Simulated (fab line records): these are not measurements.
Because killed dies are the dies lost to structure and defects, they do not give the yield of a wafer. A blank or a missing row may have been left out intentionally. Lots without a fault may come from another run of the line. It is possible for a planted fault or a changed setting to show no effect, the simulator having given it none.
Chamber matching + flow berkeley_cmos170 + UCB170_M3_ETCH_17 on rie_diel-01 has 4 sister chambers
The step etches BARC in N2/H2. 4 wafers are shown with their chamber, then 7 later ones without.

== WAFERS PAIRED WITH THEIR CHAMBERS ==
| wafer  | chamber | drypump_motor_current_A (A) |
|--------|---------|-----------------------------|
| L820.5 | 0       | 6.0                         |
| L820.6 | 3       | 5.2                         |
| L828.2 | 2       | 6.2                         |
| L828.3 | 1       | 6.0                         |

== WAFERS WITH NO CHAMBER GIVEN ==
| wafer  | drypump_motor_current_A (A) |
|--------|-----------------------------|
| L828.5 | 6.0                         |
| L832.1 | 5.2                         |
| L832.4 | 6.1                         |
| L832.6 | 6.0                         |
| L833.1 | 5.1                         |
| L833.3 | 6.1                         |
| L833.5 | 5.2                         |

== WHICH CHAMBER EACH ONE RAN IN ==
| wafer  | from the rows above          | in truth |
|--------|------------------------------|----------|
| L828.5 | can't be placed: 0 or 1      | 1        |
| L832.1 | 3                            | 3        |
| L832.4 | can't be placed: 0 or 1 or 2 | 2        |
| L832.6 | can't be placed: 0 or 1      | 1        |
| L833.1 | 3                            | 3        |
| L833.3 | can't be placed: 0 or 1 or 2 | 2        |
| L833.5 | 3                            | 3        |
Correctly placed: 3 of 7. From these rows, 4 cannot be placed; in 4 the true chamber is one of the candidates. Number placed wrongly: 0.
How it was worked out, from the rows above alone: a wafer's distance from a chamber is the root of the sum, over the readings, of the square of ((its reading less the chamber's mean) divided by the reading's scatter). The wafer belongs to the nearest chamber; if the next one is less than 2 further off, it can't be placed. A chamber's mean is the mean of its shown wafers. The scatter: with one shown wafer a chamber, the root of the mean of the squares of how far each hidden wafer lies from its nearest shown one.
